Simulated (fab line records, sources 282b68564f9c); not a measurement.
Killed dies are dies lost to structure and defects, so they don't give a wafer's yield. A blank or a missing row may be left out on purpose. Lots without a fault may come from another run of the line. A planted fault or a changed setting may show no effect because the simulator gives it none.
fab line records | flow rit_cmos
record lots=5 wafers=15 last_day=7
route steps=202 shown NRETRO@55 PRETRO@64 M1@202
lots that met no fault: from a run of the same line without faults
start_h: hours from the record's first day to the start of the lot's first wafer shown | wait_h: hours since the lot's step before | " the same as in the row above | L1.1+2: a row that stands for several wafers | - no value, or no start given | * or withheld: withheld | < > ~ a bound
route shown NAME@n: a module of which the file shows steps, and the number in the route of the first | usual: mean/standard deviation of fault-free wafers | same: alike in all rows | chamber/n: place in a boat | sites: the reading at each site | _std_site: their standard deviation | _edge_site: outer sites' mean less inner sites' | radius_mm: how far each site lies from the wafer's centre | mask NAME#n: copy n | behind: the tool/chamber that last shaped the wafer | hold: why the lot was held/for how many hours/how that ended | device: the transistor (n, p or np) that didn't switch | end of line: the same wafers' tests at the end of the route | a step without rows: its recipe alone | killed: dies lost to structure and defects at the first sort, not the wafer's yield | map: a wafer's dies, x killed, . not, _ none there
set.NAME: the setting as run; set.NAME@STEP: as run at that earlier step | model.NAME: the simulator's own value behind a step, which no gauge read
lots at some steps of the route; a table a step, a row a wafer
services: from which hour (start_h, from the record's first day; less than 0 if before it) a tool's chamber was out of use, for how many hours, and why
## steps
# step RIT_NRETRO_SOFTBAKE_02
# recipe resist=NOVOLAK temp_c=90 time_s=60
# step RIT_NRETRO_EXPOSE_03
# recipe mask_id=M4 na=0.57 target_cd_nm=43900 dose_mj=250
# step RIT_NRETRO_PEB_04
# recipe resist=NOVOLAK temp_c=withheld time_s=withheld
# step RIT_NRETRO_DEVELOP_05
# recipe resist=NOVOLAK develop_time_s=68 dev_temp_c=23
# step RIT_NRETRO_OVL_MEAS_06
# usual NRETRO_OVL=0.5/1.4
# columns lot.wafer tool chamber start_h wait_h NRETRO_OVL[nm]
L355.3 overlay-01 - 63.98 - 0.1
L355.4 " - " " 0.3
L355.6 " - " " 2.5
L356.3 overlay-02 - 68.87 - -0.2
L356.4 " - " " -0.6
L356.6 " - " " -0.3
L357.2 overlay-02 - 74.80 - 2.6
L357.3 " - " " 2.2
L357.5 " - " " 2.0
L361.1 overlay-01 - 94.63 - 1.3
L361.2 " - " " 1.4
L361.3 " - " " 1.7
L369.2 overlay-01 - 135.18 - -2.3
L369.3 " - " " 1.8
L369.4 " - " " 0.7
# step RIT_NRETRO_HARDBAKE_07
# recipe resist=NOVOLAK temp_c=140 time_s=120
# step RIT_NRETRO_IMPLANT_08
# recipe species=P energy_kev=70 dose_cm2=1e+13 tilt_deg=7
# step RIT_NRETRO_STRIP_09
# recipe chemistry=O2 time_s=180 resist=NOVOLAK platen_temp_c=withheld power_w=500 pressure_mtorr=4000 o2_flow_sccm=4000
# usual drypump_motor_current_A=5.7/0.5
# columns lot.wafer tool chamber start_h wait_h drypump_motor_current_A rf_hours_counter_h
L355.3 plasma_asher-02 0 64.46 0.1 5.7 -
L355.4 " 1 " " 4.7 -
L355.6 " 0 " " 5.7 -
L356.3 plasma_asher-02 1 69.35 0.1 4.7 -
L356.4 " 0 " " 5.7 -
L356.6 " 0 " " 5.7 -
L357.2 plasma_asher-03 0 75.23 0.1 5.8 45
L357.3 " 1 " " 6.0 -
L357.5 " 0 " " 5.8 -
L361.1 plasma_asher-03 0 95.07 0.1 5.9 47
L361.2 " 1 " " 6.0 47
L361.3 " 1 " " 6.0 -
L369.2 plasma_asher-03 1 135.61 0.1 6.0 51
L369.3 " 1 " " 6.0 -
L369.4 " 0 " " 5.9 -
# step RIT_NRETRO_TW_MEAS_10
# usual NRETRO_TW=1062/11
# columns lot.wafer tool chamber start_h wait_h NRETRO_TW
L355.3 film_metro-02 - 64.60 0.1 1078
L355.4 " - " " 1074
L355.6 " - " " 1076
L356.3 film_metro-04 - 69.49 0.1 1054
L356.4 " - " " 1057
L356.6 " - " " 1055
L357.2 film_metro-03 - 75.42 0.1 1051
L357.3 " - " " 1057
L357.5 " - " " 1057
L361.1 film_metro-03 - 95.24 0.1 1049
L361.2 " - " " 1057
L361.3 " - " " 1055
L369.2 film_metro-02 - 135.79 0.1 1078
L369.3 " - " " 1083
L369.4 " - " " 1086
# step RIT_PRETRO_HMDS_00
# recipe prime_time_s=60 prime_temp_c=140
# step RIT_PRETRO_COAT_01
# recipe resist=NOVOLAK spin_rpm=2000 resist_thk_nm=1300
# step RIT_PRETRO_SOFTBAKE_02
# recipe resist=NOVOLAK temp_c=90 time_s=60
# step RIT_PRETRO_EXPOSE_03
# recipe mask_id=M5 na=0.57 target_cd_nm=43700 dose_mj=250
# same na=0.57
# columns lot.wafer tool chamber start_h wait_h mask
L355.3+4+6 iline_stepper-01 0 65.25 0.2 M5#0
L356.3+4+6 iline_stepper-02 0 70.14 0.2 M5#0
L357.2+3+5 iline_stepper-01 0 76.07 0.2 M5_R1#0
L361.1+2+3 iline_stepper-02 0 95.75 0.1 M5#0
L369.2+3+4 iline_stepper-02 0 136.31 0.1 M5#0
# step RIT_PRETRO_PEB_04
# recipe resist=NOVOLAK temp_c=withheld time_s=withheld
# step RIT_M1_PROBE_99
# usual killed_at_front_end=7/3.1 killed_dies=7/3.1 killed_open=3.6/2.1 killed_short=3.2/2
# same gross_dies=264 killed_at_M0_to_M3=0 killed_at_M4_up=0 killed_at_back_side=0 killed_at_contacts=0 killed_at_other=0
# columns lot.wafer tool chamber start_h wait_h killed_at_front_end killed_dies killed_open killed_short model.etest.retro_edge_nmos.off_log10_a_um
L355.3 prober-01 - 95.23 0.2 7 7 4 3 -9.75
L355.4 prober-01 - 95.28 0.2 5 5 4 1 -9.824
L355.6 prober-01 - 95.38 0.2 6 6 3 3 -9.799
L356.3 prober-02 - 98.20 0.2 2 2 1 1 -10.58
L356.4 prober-02 - 98.25 0.2 0 0 0 0 -10.69
L356.6 prober-02 - 98.35 0.2 3 3 1 2 -10.72
L357.2 prober-01 - 110.17 0.1 2 2 0 2 -8.098
L357.3 prober-01 - 110.22 0.2 4 4 3 1 -7.782
L357.5 prober-01 - 110.32 0.2 1 1 0 1 -7.782
L361.1 prober-01 - 124.50 0.1 4 4 1 3 -10.08
L361.2 prober-01 - 124.55 0.1 8 8 4 4 -10.01
L361.3 prober-01 - 124.60 0.2 7 7 3 4 -10.16
L369.2 prober-01 - 162.83 0.1 5 5 1 4 -10.51
L369.3 prober-01 - 162.88 0.2 7 7 5 2 -10.27
L369.4 prober-01 - 162.93 0.2 6 6 1 5 -10.15
# killed by level:class
L355.3 GATE:geometric_particle:short=3 FOX2:geometric_particle:open=2 SPACER:geometric_particle:open=1 SILICIDE:geometric_particle:open=1
L355.4 GATE:geometric_particle:open=2 FOX1:geometric_particle:short=1 REOX:geometric_particle:open=1 SPACER:geometric_particle:open=1
L355.6 GATE:geometric_particle:open=2 GATE:geometric_particle:short=2 REOX:geometric_particle:short=1 SPACER:geometric_particle:open=1
L356.3 GATE:geometric_particle:short=1 SILICIDE:geometric_particle:open=1
L356.6 GATE:geometric_particle:short=1 REOX:geometric_particle:short=1 SPACER:geometric_particle:open=1
L357.2 REOX:geometric_particle:short=1 SPACER:geometric_particle:short=1
L357.3 FOX1:geometric_particle:open=1 GATE:geometric_particle:short=1 REOX:geometric_particle:open=1 SPACER:geometric_particle:open=1
L357.5 REOX:geometric_particle:short=1
L361.1 FOX1:geometric_particle:short=1 GATE:geometric_particle:short=1 GATE:geometric_particle:open=1 SILICIDE:geometric_particle:short=1
L361.2 GATE:geometric_particle:open=4 GATE:geometric_particle:short=4
L361.3 GATE:geometric_particle:short=2 SPACER:geometric_particle:short=2 FOX1:geometric_particle:open=1 GATE:geometric_particle:open=1 SILICIDE:geometric_particle:open=1
L369.2 FOX2:geometric_particle:short=1 GATE:geometric_particle:short=1 REOX:geometric_particle:short=1 SPACER:geometric_particle:short=1 SPACER:geometric_particle:open=1
L369.3 GATE:geometric_particle:open=4 FOX1:geometric_particle:open=1 GATE:geometric_particle:short=1 SPACER:geometric_particle:short=1
L369.4 SPACER:geometric_particle:short=2 FOX1:geometric_particle:short=1 FOX2:geometric_particle:short=1 GATE:geometric_particle:short=1 SILICIDE:geometric_particle:open=1
## services
# columns tool chamber start_h hours kind
plasma_asher-03 - 45.88 4.0 pm
plasma_asher-03 - 108.71 1.9 repair
iline_stepper-01 - 130.32 1.7 pm
plasma_asher-03 - 130.36 2.8 pm
## key
first_sign step=RIT_PRETRO_EXPOSE_03 reading=mask direction=changed
effect none on later readings
model_effect step=RIT_M1_PROBE_99 value=etest.retro_edge_nmos.off_log10_a_um without=-9.884 struck=-7.887
met_at RIT_PRETRO_EXPOSE_03
struck_wafers L357.2,L357.3,L357.5
tester_left_out L357
onset_between 65.25 76.07
fault kind=wrong_mask tool=any chamber=- onset_h=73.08 steps=RIT_PRETRO_EXPOSE_03 aux_copy=M5_R1#0 cd_offset_nm=-350 scope=struck_lots_only
# tester_left_out: of these lots the tester's yield and bins aren't shown, on N5 and GAA mostly nor the transistor test; their killed dies are dies lost to structure and defects alone, not to doping, threshold or leakage, so they don't give the yield
